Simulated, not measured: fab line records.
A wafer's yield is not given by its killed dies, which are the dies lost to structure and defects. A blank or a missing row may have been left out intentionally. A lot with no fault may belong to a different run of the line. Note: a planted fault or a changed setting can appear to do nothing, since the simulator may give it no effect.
Which tool did it? ; flow rit cmos ; 15 lots, 45 wafers sampled, at 4 steps of a route of 202

## WHAT THE GAUGES READ, wafer by wafer
RIT_PWELL_TW_MEAS_10. Usual: PWELL_TW typically reads 945, with standard deviation 9.4.
lot;measured;on;PWELL_TW;flag
L306;day 2 01:10;film metro-04;956 956 954;
L307;day 2 04:04;film metro-02;925 925 929;
L308;day 2 08:32;film metro-01;949 951 952;
L309;day 2 14:11;film metro-01;949 952 950;
L310;day 2 19:20;film metro-04;952 951 956;
L311;day 3 01:19;film metro-01;952 953 953;
L312;day 3 05:58;film metro-04;944 949 950;
L313;day 3 11:41;film metro-04;943 942 941;
L314;day 3 17:51;film metro-02;933 933 928;
L315;day 3 22:02;film metro-01;950 961 954;
L320;day 4 22:56;film metro-01;949 954 958;
L321;day 5 01:47;film metro-04;936 946 949;
L322;day 5 08:38;film metro-02;934 933 939;
L328;day 6 12:37;film metro-04;944 951 950;
L329;day 6 20:47;film metro-04;950 953 950;

RIT_M1_RS_MEAS_01: uses a four-point probe to measure. Usual: M1_AL_RS typically reads 0.0735 ohm/sq, with standard deviation 0.00072.
lot;measured;on;M1_AL_RS (ohm/sq);flag
L306;day 3 07:31;film metro-04;0.0738 0.0744 0.0741;
L307;day 3 09:55;film metro-02;0.0748 0.0746 0.0746;
L308;day 3 14:50;film metro-04;0.0727 0.0736 0.0729;
L309;day 3 21:34;film metro-04;0.0726 0.0723 0.0729;
L310;day 4 01:02;film metro-02;0.0729 0.0731 0.0734;
L311;day 4 06:51;film metro-02;0.0737 0.0736 0.0731;
L312;day 4 13:04;film metro-02;0.0733 0.0735 0.0734;
L313;day 4 19:53;film metro-04;0.0725 0.0727 0.0728;
L314;day 5 01:46;film metro-02;0.0736 0.0731 0.0732;
L315;day 5 05:37;film metro-03;0.0746 0.0743 0.0734;
L320;day 6 06:59;film metro-03;0.0725 0.0740 0.0737;
L321;day 6 08:45;film metro-03;0.0721 0.0721 0.0730;
L322;day 6 14:53;film metro-03;0.0737 0.0740 0.0737;
L328;day 7 22:09;film metro-03;0.0745 0.0742 0.0745;
L329;day 8 06:22;film metro-03;0.0743 0.0740 0.0744;

## WHICH TOOL RAN EACH LOT (tool, then ch and the chambers of the sampled wafers, then the start)
lot;RIT_NWELL_EXPOSE_03;RIT_CONTACT_CVD_00
L306;iline stepper-02 ch 0, day 1 22:35;pecvd-04 ch 0,2, day 3 04:59
L307;iline stepper-01 ch 0, day 2 01:27;pecvd-03 ch 0,1,2, day 3 07:07
L308;iline stepper-02 ch 0, day 2 05:57;pecvd-02 ch 0,2, day 3 12:18
L309;iline stepper-02 ch 0, day 2 11:31;pecvd-04 ch 0,1,2, day 3 18:54
L310;iline stepper-01 ch 0, day 2 16:37;pecvd-03 ch 0,1, day 3 22:28
L311;iline stepper-01 ch 0, day 2 22:43;pecvd-02 ch 0,1,2, day 4 04:19
L312;iline stepper-02 ch 0, day 3 03:15;pecvd-04 ch 0,2, day 4 10:31
L313;iline stepper-01 ch 0, day 3 09:02;pecvd-03 ch 0,1, day 4 17:11
L314;iline stepper-02 ch 0, day 3 15:17;pecvd-02 ch 0,2, day 4 23:13
L315;iline stepper-02 ch 0, day 3 19:20;pecvd-03 ch 0,1,2, day 5 02:55
L320;iline stepper-02, day 4 20:10;pecvd-03 ch 0,1, day 6 04:26
L321;iline stepper-01, day 4 23:05;pecvd-04 ch 0,2, day 6 06:02
L322;iline stepper-02, day 5 06:03;pecvd-02 ch 0,1,2, day 6 12:13
L328;iline stepper-02 ch 0, day 6 09:53;pecvd-02 ch 0,1,2, day 7 19:28
L329;iline stepper-01 ch 0, day 6 16:24;pecvd-03 ch 0,1,2, day 8 03:49
- RIT_NWELL_EXPOSE_03: exposes mask M2, target cd 43900 nm.
- RIT_CONTACT_CVD_00: deposits SiO2 from TEOS, target thk 400 nm, time 61 s.

## WHAT THE TOOLS THEMSELVES READ (means of the sampled wafers that have a number; where no wafer has one, the mark that the record gives instead)
RIT_NWELL_EXPOSE_03. Usual: exposure dose mJ cm2 250.00, standard deviation 0.23; focus offset nm -0.1 nm, standard deviation 0.57.
lot;tool;exposure dose mJ cm2;focus offset nm (nm);flag
L306;iline stepper-02;249.82;-0.9;
L307;iline stepper-01;249.91;0.1;
L308;iline stepper-02;250.27;-0.3;
L309;iline stepper-02;249.97;-0.3;
L310;iline stepper-01;249.93;0.7;
L311;iline stepper-01;249.94;-0.4;
L312;iline stepper-02;249.97;0.2;
L313;iline stepper-01;250.17;-1.1;
L314;iline stepper-02;250.02;0.5;
L315;iline stepper-02;250.05;-0.0;
L320;iline stepper-02;-;-;OFF
L321;iline stepper-01;-;-;OFF
L322;iline stepper-02;-;-;OFF
L328;iline stepper-02;249.80;-0.3;
L329;iline stepper-01;250.06;0.1;

RIT_CONTACT_CVD_00. Usual: heater power w reads 291 W (standard deviation 46).
lot;tool;heater power w (W);flag
L306;pecvd-04;244;
L307;pecvd-03;340;
L308;pecvd-02;276;
L309;pecvd-04;279;
L310;pecvd-03;354;
L311;pecvd-02;268;
L312;pecvd-04;288;
L313;pecvd-03;291;
L314;pecvd-02;291;
L315;pecvd-03;336;
L320;pecvd-03;301;
L321;pecvd-04;253;
L322;pecvd-02;239;
L328;pecvd-02;261;
L329;pecvd-03;348;

## THE ANSWER, worked out from the rows above alone
Rule: a lot is off if the mean of its wafers that have a number lies more than 3 standard deviations from the usual mean. Also off: a lot with no number at a reading for which 4 or more lots have one. All remaining lots with rows at the step are treated as sound. Order of review: gauges by route order, followed by the tools' own readings, for which a lot's mean as printed above is used. At the first step where some lot is off, the reading lying furthest off is the one used; lots without a number count as furthest.
Off: L320, L321, L322, at RIT_NWELL_EXPOSE_03 (exposure dose mJ cm2). Without a number there: L320, L321, L322.
If a tool, at that step or one of the process steps before it, ran each lot that is off and ran no sound lot following the first of them, it fits. None of those tried fits.

## WHAT THE SIMULATOR HAD PUT IN
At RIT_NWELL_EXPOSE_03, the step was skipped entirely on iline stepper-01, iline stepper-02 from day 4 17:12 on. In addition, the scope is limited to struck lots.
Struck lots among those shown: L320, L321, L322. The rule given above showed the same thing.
